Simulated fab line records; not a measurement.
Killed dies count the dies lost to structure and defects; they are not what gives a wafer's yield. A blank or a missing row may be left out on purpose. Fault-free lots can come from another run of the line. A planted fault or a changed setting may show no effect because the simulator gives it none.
What tool caused it? || flow rit-cmos || 14 lots with 42 wafers sampled at 2 steps, on a route of 202 steps

WHAT EACH GAUGE READ, for each wafer
RIT_SDANNEAL_RS_MEAS_05: measurement is done with a four-point probe. Usual: NSD_RS gives 84.5 ohm/sq (standard deviation 0.33).
{"lot": "L464", "measured": "day 3 06:32", "on": "film-metro-04", "NSD_RS (ohm/sq)": "84.5 84.4 84.6", "flag": ""}
{"lot": "L465", "measured": "day 3 09:00", "on": "film-metro-03", "NSD_RS (ohm/sq)": "83.8 84.1 83.9", "flag": ""}
{"lot": "L466", "measured": "day 3 14:56", "on": "film-metro-03", "NSD_RS (ohm/sq)": "83.7 84.0 83.9", "flag": ""}
{"lot": "L469", "measured": "day 4 06:50", "on": "film-metro-03", "NSD_RS (ohm/sq)": "84.2 84.4 84.4", "flag": ""}
{"lot": "L471", "measured": "day 4 18:01", "on": "film-metro-03", "NSD_RS (ohm/sq)": "84.6 84.3 84.2", "flag": ""}
{"lot": "L472", "measured": "day 4 21:40", "on": "film-metro-03", "NSD_RS (ohm/sq)": "84.4 84.5 84.7", "flag": ""}
{"lot": "L473", "measured": "day 5 03:34", "on": "film-metro-03", "NSD_RS (ohm/sq)": "84.0 83.7 83.9", "flag": ""}
{"lot": "L474", "measured": "day 5 11:39", "on": "film-metro-04", "NSD_RS (ohm/sq)": "84.2 84.5 84.4", "flag": ""}
{"lot": "L478", "measured": "day 6 07:13", "on": "film-metro-03", "NSD_RS (ohm/sq)": "84.7 84.9 85.0", "flag": ""}
{"lot": "L481", "measured": "day 6 20:47", "on": "film-metro-04", "NSD_RS (ohm/sq)": "84.8 84.5 84.6", "flag": ""}
{"lot": "L482", "measured": "day 7 00:59", "on": "film-metro-04", "NSD_RS (ohm/sq)": "85.5 85.7 85.7", "flag": "OFF"}
{"lot": "L485", "measured": "day 7 16:42", "on": "film-metro-03", "NSD_RS (ohm/sq)": "85.8 85.6 85.5", "flag": "OFF"}
{"lot": "L486", "measured": "day 7 18:33", "on": "film-metro-04", "NSD_RS (ohm/sq)": "85.1 84.5 84.8", "flag": ""}
{"lot": "L487", "measured": "day 7 23:53", "on": "film-metro-01", "NSD_RS (ohm/sq)": "84.7 84.7 84.4", "flag": ""}

WHICH TOOL RAN EACH LOT (tool, then ch and the chambers of the sampled wafers, then the start)
{"lot": "L464", "RIT_NSD_IMPLANT_08": "implanter-01 ch 0, day 3 04:08"}
{"lot": "L465", "RIT_NSD_IMPLANT_08": "implanter-03 ch 0, day 3 06:32"}
{"lot": "L466", "RIT_NSD_IMPLANT_08": "implanter-03 ch 0, day 3 12:23"}
{"lot": "L469", "RIT_NSD_IMPLANT_08": "implanter-03 ch 0, day 4 04:22"}
{"lot": "L471", "RIT_NSD_IMPLANT_08": "implanter-02 ch 0, day 4 15:40"}
{"lot": "L472", "RIT_NSD_IMPLANT_08": "implanter-01 ch 0, day 4 19:17"}
{"lot": "L473", "RIT_NSD_IMPLANT_08": "implanter-02 ch 0, day 5 01:01"}
{"lot": "L474", "RIT_NSD_IMPLANT_08": "implanter-01 ch 0, day 5 09:18"}
{"lot": "L478", "RIT_NSD_IMPLANT_08": "implanter-03 ch 0, day 6 04:50"}
{"lot": "L481", "RIT_NSD_IMPLANT_08": "implanter-03 ch 0, day 6 18:26"}
{"lot": "L482", "RIT_NSD_IMPLANT_08": "implanter-03 ch 0, day 6 22:37"}
{"lot": "L485", "RIT_NSD_IMPLANT_08": "implanter-03 ch 0, day 7 14:05"}
{"lot": "L486", "RIT_NSD_IMPLANT_08": "implanter-02 ch 0, day 7 16:00"}
{"lot": "L487", "RIT_NSD_IMPLANT_08": "implanter-01 ch 0, day 7 21:31"}
- RIT_NSD_IMPLANT_08

AS READ BY THE TOOLS THEMSELVES (means over the sampled wafers that have a number; for cases with no such wafer, the mark the record gives instead)
RIT_NSD_IMPLANT_08. Usual: 24.999 for beam-energy-keV, sd 0.0088.
{"lot": "L464", "tool": "implanter-01", "beam-energy-keV": 24.996, "flag": ""}
{"lot": "L465", "tool": "implanter-03", "beam-energy-keV": 24.995, "flag": ""}
{"lot": "L466", "tool": "implanter-03", "beam-energy-keV": 24.991, "flag": ""}
{"lot": "L469", "tool": "implanter-03", "beam-energy-keV": 25.005, "flag": ""}
{"lot": "L471", "tool": "implanter-02", "beam-energy-keV": 24.997, "flag": ""}
{"lot": "L472", "tool": "implanter-01", "beam-energy-keV": 24.997, "flag": ""}
{"lot": "L473", "tool": "implanter-02", "beam-energy-keV": 24.997, "flag": ""}
{"lot": "L474", "tool": "implanter-01", "beam-energy-keV": 24.994, "flag": ""}
{"lot": "L478", "tool": "implanter-03", "beam-energy-keV": 25.002, "flag": ""}
{"lot": "L481", "tool": "implanter-03", "beam-energy-keV": 25.001, "flag": ""}
{"lot": "L482", "tool": "implanter-03", "beam-energy-keV": 23.022, "flag": "OFF"}
{"lot": "L485", "tool": "implanter-03", "beam-energy-keV": 23.029, "flag": "OFF"}
{"lot": "L486", "tool": "implanter-02", "beam-energy-keV": 25.007, "flag": ""}
{"lot": "L487", "tool": "implanter-01", "beam-energy-keV": 25.009, "flag": ""}

THE ANSWER, worked out from the rows above alone
Rule: a lot is off if the mean of its wafers that have a number lies more than 3 standard deviations from the usual mean. A lot without any number at a reading at which 4 lots or more have one is off too. Any other lot the step has rows for is counted as sound. After the gauges, taken in route order, come the tools' own readings; for these a lot's mean is taken, as printed above. The first step at which some lot is off is used, and at that step the reading that is off furthest; a lot without a number counts as furthest.
Off: L482, L485, at RIT_SDANNEAL_RS_MEAS_05 (NSD_RS).
A tool fits if, at a process step before that reading, it ran every lot that is off, and no sound lot after the first of them. The gauges at RIT_SDANNEAL_RS_MEAS_05 aren't tried: what is off there is off at RIT_NSD_IMPLANT_08 too, on other tools, and a gauge's error can't cause that. One candidate fits, namely implanter-03 at RIT_NSD_IMPLANT_08. A fault onset in the window from L481 (day 6 18:26, its last sound lot) to L482 (day 6 22:37, its first lot off) fits.
The tool's own readings at RIT_NSD_IMPLANT_08 bear it out: on the lots that are off they differ by more than 5 times the standard deviation of the sound lots' means. beam-energy-keV reads 23.026 there against 24.999 on the sound lots.

WHAT WAS PUT IN BY THE SIMULATOR
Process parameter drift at RIT_NSD_IMPLANT_08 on implanter-03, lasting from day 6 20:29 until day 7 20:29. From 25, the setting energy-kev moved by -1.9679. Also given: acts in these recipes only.
Shown lots that were struck: L482, L485. This agrees with what the rule above found.
